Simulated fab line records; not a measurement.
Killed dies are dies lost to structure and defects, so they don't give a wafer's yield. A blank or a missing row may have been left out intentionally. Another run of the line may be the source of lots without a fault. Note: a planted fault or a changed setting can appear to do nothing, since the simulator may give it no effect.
The tool behind it: which one? / flow rit cmos / Sampling: 14 lots, 42 wafers, 4 of 202 route steps

## WHAT THE GAUGES READ, wafer by wafer
RIT_FOX2_THK_MEAS_01. Usual: FOX2_OXIDE_THK gives 352 nm (standard deviation 7.3).
lot=L326; measured=day 2 03:07; on=film metro-02; FOX2_OXIDE_THK (nm)=336 340 339; flag=
lot=L327; measured=day 2 05:04; on=film metro-01; FOX2_OXIDE_THK (nm)=363 363 361; flag=
lot=L328; measured=day 2 08:19; on=film metro-02; FOX2_OXIDE_THK (nm)=347 351 352; flag=
lot=L329; measured=day 2 12:05; on=film metro-04; FOX2_OXIDE_THK (nm)=341 341 341; flag=
lot=L330; measured=day 2 22:47; on=film metro-01; FOX2_OXIDE_THK (nm)=344 342 344; flag=
lot=L332; measured=day 3 00:55; on=film metro-02; FOX2_OXIDE_THK (nm)=357 350 355; flag=
lot=L337; measured=day 4 02:59; on=film metro-02; FOX2_OXIDE_THK (nm)=356 353 354; flag=
lot=L338; measured=day 4 08:07; on=film metro-01; FOX2_OXIDE_THK (nm)=344 347 352; flag=
lot=L339; measured=day 4 13:08; on=film metro-02; FOX2_OXIDE_THK (nm)=365 362 364; flag=
lot=L341; measured=day 4 23:02; on=film metro-04; FOX2_OXIDE_THK (nm)=357 355 358; flag=
lot=L342; measured=day 5 03:52; on=film metro-02; FOX2_OXIDE_THK (nm)=289 281 286; flag=OFF
lot=L344; measured=day 5 13:05; on=film metro-01; FOX2_OXIDE_THK (nm)=285 279 284; flag=OFF
lot=L348; measured=day 6 16:22; on=film metro-02; FOX2_OXIDE_THK (nm)=355 351 357; flag=
lot=L349; measured=day 6 21:47; on=film metro-02; FOX2_OXIDE_THK (nm)=349 352 356; flag=

RIT_FOX2_THK_MEAS_90. Usual: FIELD_OXIDE_LEFT_1_THK gives 325 nm (standard deviation 7.4).
lot=L326; measured=day 2 04:03; on=film metro-02; FIELD_OXIDE_LEFT_1_THK (nm)=309 313 312; flag=
lot=L327; measured=day 2 05:56; on=film metro-01; FIELD_OXIDE_LEFT_1_THK (nm)=335 335 334; flag=
lot=L328; measured=day 2 09:16; on=film metro-04; FIELD_OXIDE_LEFT_1_THK (nm)=321 324 326; flag=
lot=L329; measured=day 2 13:02; on=film metro-01; FIELD_OXIDE_LEFT_1_THK (nm)=314 313 314; flag=
lot=L330; measured=day 2 23:43; on=film metro-01; FIELD_OXIDE_LEFT_1_THK (nm)=317 314 316; flag=
lot=L332; measured=day 3 01:49; on=film metro-02; FIELD_OXIDE_LEFT_1_THK (nm)=329 323 328; flag=
lot=L337; measured=day 4 03:52; on=film metro-02; FIELD_OXIDE_LEFT_1_THK (nm)=328 325 327; flag=
lot=L338; measured=day 4 08:59; on=film metro-02; FIELD_OXIDE_LEFT_1_THK (nm)=317 320 325; flag=
lot=L339; measured=day 4 14:09; on=film metro-04; FIELD_OXIDE_LEFT_1_THK (nm)=338 335 338; flag=
lot=L341; measured=day 4 23:55; on=film metro-01; FIELD_OXIDE_LEFT_1_THK (nm)=329 329 331; flag=
lot=L342; measured=day 5 04:44; on=film metro-04; FIELD_OXIDE_LEFT_1_THK (nm)=262 254 259; flag=OFF
lot=L344; measured=day 5 14:02; on=film metro-02; FIELD_OXIDE_LEFT_1_THK (nm)=258 252 257; flag=OFF
lot=L348; measured=day 6 17:14; on=film metro-04; FIELD_OXIDE_LEFT_1_THK (nm)=328 325 330; flag=
lot=L349; measured=day 6 22:39; on=film metro-01; FIELD_OXIDE_LEFT_1_THK (nm)=322 325 328; flag=

RIT_FOX2_THK_MEAS_91. Usual: FIELD_OXIDE_LEFT_2_THK gives 257 nm (standard deviation 7.5).
lot=L326; measured=day 2 16:57; on=film metro-04; FIELD_OXIDE_LEFT_2_THK (nm)=241 245 243; flag=
lot=L327; measured=day 2 19:33; on=film metro-01; FIELD_OXIDE_LEFT_2_THK (nm)=268 267 266; flag=
lot=L328; measured=day 2 23:01; on=film metro-02; FIELD_OXIDE_LEFT_2_THK (nm)=252 255 257; flag=
lot=L329; measured=day 3 01:32; on=film metro-02; FIELD_OXIDE_LEFT_2_THK (nm)=246 246 246; flag=
lot=L330; measured=day 3 13:02; on=film metro-01; FIELD_OXIDE_LEFT_2_THK (nm)=249 246 248; flag=
lot=L332; measured=day 3 15:36; on=film metro-01; FIELD_OXIDE_LEFT_2_THK (nm)=261 254 259; flag=
lot=L337; measured=day 4 16:33; on=film metro-01; FIELD_OXIDE_LEFT_2_THK (nm)=260 257 258; flag=
lot=L338; measured=day 4 21:44; on=film metro-02; FIELD_OXIDE_LEFT_2_THK (nm)=249 252 257; flag=
lot=L339; measured=day 5 03:10; on=film metro-02; FIELD_OXIDE_LEFT_2_THK (nm)=269 266 268; flag=
lot=L341; measured=day 5 12:56; on=film metro-02; FIELD_OXIDE_LEFT_2_THK (nm)=262 261 263; flag=
lot=L342; measured=day 5 17:37; on=film metro-02; FIELD_OXIDE_LEFT_2_THK (nm)=194 185 191; flag=OFF
lot=L344; measured=day 6 03:27; on=film metro-04; FIELD_OXIDE_LEFT_2_THK (nm)=189 184 189; flag=OFF
lot=L348; measured=day 7 07:26; on=film metro-02; FIELD_OXIDE_LEFT_2_THK (nm)=260 256 262; flag=
lot=L349; measured=day 7 11:55; on=film metro-01; FIELD_OXIDE_LEFT_2_THK (nm)=253 256 260; flag=

## WHAT TOOL EACH LOT RAN ON (gives the tool, then ch and the chambers of the sampled wafers, and finally the start)
lot=L326; RIT_FOX2_OXIDATION_00=furnace-01 ch 0, day 2 01:47
lot=L327; RIT_FOX2_OXIDATION_00=furnace-03 ch 0, day 2 03:44
lot=L328; RIT_FOX2_OXIDATION_00=furnace-03 ch 0, day 2 07:01
lot=L329; RIT_FOX2_OXIDATION_00=furnace-01 ch 0, day 2 10:46
lot=L330; RIT_FOX2_OXIDATION_00=furnace-01 ch 0, day 2 21:28
lot=L332; RIT_FOX2_OXIDATION_00=furnace-04 ch 0, day 2 23:36
lot=L337; RIT_FOX2_OXIDATION_00=furnace-03 ch 0, day 4 01:40
lot=L338; RIT_FOX2_OXIDATION_00=furnace-04 ch 0, day 4 06:47
lot=L339; RIT_FOX2_OXIDATION_00=furnace-03 ch 0, day 4 11:48
lot=L341; RIT_FOX2_OXIDATION_00=furnace-04 ch 0, day 4 21:43
lot=L342; RIT_FOX2_OXIDATION_00=furnace-03 ch 0, day 5 02:32
lot=L344; RIT_FOX2_OXIDATION_00=furnace-03 ch 0, day 5 11:46
lot=L348; RIT_FOX2_OXIDATION_00=furnace-01 ch 0, day 6 15:01
lot=L349; RIT_FOX2_OXIDATION_00=furnace-04 ch 0, day 6 20:28
- RIT_FOX2_OXIDATION_00: target thk 350.7 nm, ox time 1130 s.

## AS READ BY THE TOOLS THEMSELVES (means over the sampled wafers that have a number; for cases with no such wafer, the mark the record gives instead)
RIT_FOX2_OXIDATION_00. Usual: value, then standard deviation, for each; spike tc centre C 1101.6 C / 1.5; spike tc load C 1128.8 C / 2.4; spike tc source C 1123.7 C / 3; tube center temp C 1100 C / 0.1; tube_center_temp_C_max 1102.9 / 0.5; zone power load pct 41 % / 6.4; zone power source pct 42.5 % / 0.84.
lot=L326; tool=furnace-01; spike tc centre C (C)=1101.0; spike tc load C (C)=1128.6; spike tc source C (C)=1128.2; tube center temp C (C)=1100; tube_center_temp_C_max=1103.0; zone power load pct (%)=47; zone power source pct (%)=41.0; flag=
lot=L327; tool=furnace-03; spike tc centre C (C)=1104.0; spike tc load C (C)=1131.4; spike tc source C (C)=1123.0; tube center temp C (C)=1100; tube_center_temp_C_max=1102.6; zone power load pct (%)=46; zone power source pct (%)=42.9; flag=
lot=L328; tool=furnace-03; spike tc centre C (C)=1103.9; spike tc load C (C)=1132.1; spike tc source C (C)=1124.1; tube center temp C (C)=1100; tube_center_temp_C_max=1102.6; zone power load pct (%)=46; zone power source pct (%)=42.4; flag=
lot=L329; tool=furnace-01; spike tc centre C (C)=1100.6; spike tc load C (C)=1127.3; spike tc source C (C)=1128.3; tube center temp C (C)=1100; tube_center_temp_C_max=1102.5; zone power load pct (%)=47; zone power source pct (%)=41.2; flag=
lot=L330; tool=furnace-01; spike tc centre C (C)=1101.3; spike tc load C (C)=1128.5; spike tc source C (C)=1129.7; tube center temp C (C)=1100; tube_center_temp_C_max=1102.6; zone power load pct (%)=47; zone power source pct (%)=41.3; flag=
lot=L332; tool=furnace-04; spike tc centre C (C)=1100.3; spike tc load C (C)=1126.5; spike tc source C (C)=1121.4; tube center temp C (C)=1100; tube_center_temp_C_max=1103.2; zone power load pct (%)=34; zone power source pct (%)=42.9; flag=
lot=L337; tool=furnace-03; spike tc centre C (C)=1103.6; spike tc load C (C)=1131.9; spike tc source C (C)=1122.4; tube center temp C (C)=1100; tube_center_temp_C_max=1102.6; zone power load pct (%)=46; zone power source pct (%)=42.4; flag=
lot=L338; tool=furnace-04; spike tc centre C (C)=1099.9; spike tc load C (C)=1127.2; spike tc source C (C)=1122.4; tube center temp C (C)=1100; tube_center_temp_C_max=1103.3; zone power load pct (%)=33; zone power source pct (%)=43.0; flag=
lot=L339; tool=furnace-03; spike tc centre C (C)=1104.1; spike tc load C (C)=1132.9; spike tc source C (C)=1122.7; tube center temp C (C)=1100; tube_center_temp_C_max=1103.3; zone power load pct (%)=46; zone power source pct (%)=42.8; flag=
lot=L341; tool=furnace-04; spike tc centre C (C)=1100.2; spike tc load C (C)=1126.7; spike tc source C (C)=1121.7; tube center temp C (C)=1100; tube_center_temp_C_max=1103.3; zone power load pct (%)=33; zone power source pct (%)=43.3; flag=
lot=L342; tool=furnace-03; spike tc centre C (C)=1062.8; spike tc load C (C)=1091.9; spike tc source C (C)=1083.1; tube center temp C (C)=1060; tube_center_temp_C_max=1063.0; zone power load pct (%)=42; zone power source pct (%)=38.8; flag=OFF
lot=L344; tool=furnace-03; spike tc centre C (C)=1063.0; spike tc load C (C)=1090.5; spike tc source C (C)=1082.0; tube center temp C (C)=1060; tube_center_temp_C_max=1063.0; zone power load pct (%)=42; zone power source pct (%)=39.0; flag=OFF
lot=L348; tool=furnace-01; spike tc centre C (C)=1100.9; spike tc load C (C)=1127.6; spike tc source C (C)=1128.7; tube center temp C (C)=1100; tube_center_temp_C_max=1102.8; zone power load pct (%)=47; zone power source pct (%)=40.7; flag=
lot=L349; tool=furnace-04; spike tc centre C (C)=1100.7; spike tc load C (C)=1126.2; spike tc source C (C)=1121.7; tube center temp C (C)=1100; tube_center_temp_C_max=1102.5; zone power load pct (%)=33; zone power source pct (%)=42.7; flag=

## THE ANSWER, worked out from the rows above alone
Rule: a lot is off if the mean of its wafers that have a number lies more than 3 standard deviations from the usual mean. Also off: a lot with no number at a reading for which 4 or more lots have one. All remaining lots with rows at the step are treated as sound. The gauges are gone through in route order, then the tools' own readings, and for those a lot's mean is taken as printed above. At the first step where some lot is off, the reading lying furthest off is the one used; lots without a number count as furthest.
Off: at RIT_FOX2_THK_MEAS_01 (FOX2_OXIDE_THK), L342, L344.
A tool fits if, at a process step before that reading, it ran every lot that is off, and no sound lot after the first of them. Not tried: the gauges at RIT_FOX2_THK_MEAS_01; whatever is off there is also off at RIT_FOX2_OXIDATION_00, on other tools, and gauge error can't account for it. One fits: furnace-03 at RIT_FOX2_OXIDATION_00. Its last sound lot is L339 (day 4 11:48), its first lot that is off L342 (day 5 02:32): a fault that began between those two fits.
The tool's own readings at RIT_FOX2_OXIDATION_00 bear it out: on the lots that are off they differ by more than 5 times the standard deviation of the sound lots' means. spike tc centre C reads 1062.9 C there against 1101.7 C on the sound lots; spike tc load C reads 1091.2 C there against 1128.9 C on the sound lots; spike tc source C reads 1082.5 C there against 1124.5 C on the sound lots; tube center temp C reads 1060 C there against 1100 C on the sound lots; tube_center_temp_C_max reads 1063.0 there against 1102.9 on the sound lots.

## WHAT HAD BEEN PUT IN BY THE SIMULATOR
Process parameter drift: furnace-03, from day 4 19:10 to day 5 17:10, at RIT_FOX2_OXIDATION_00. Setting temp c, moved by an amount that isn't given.
Shown lots that were struck: L342, L344. The rule above reached the same finding.
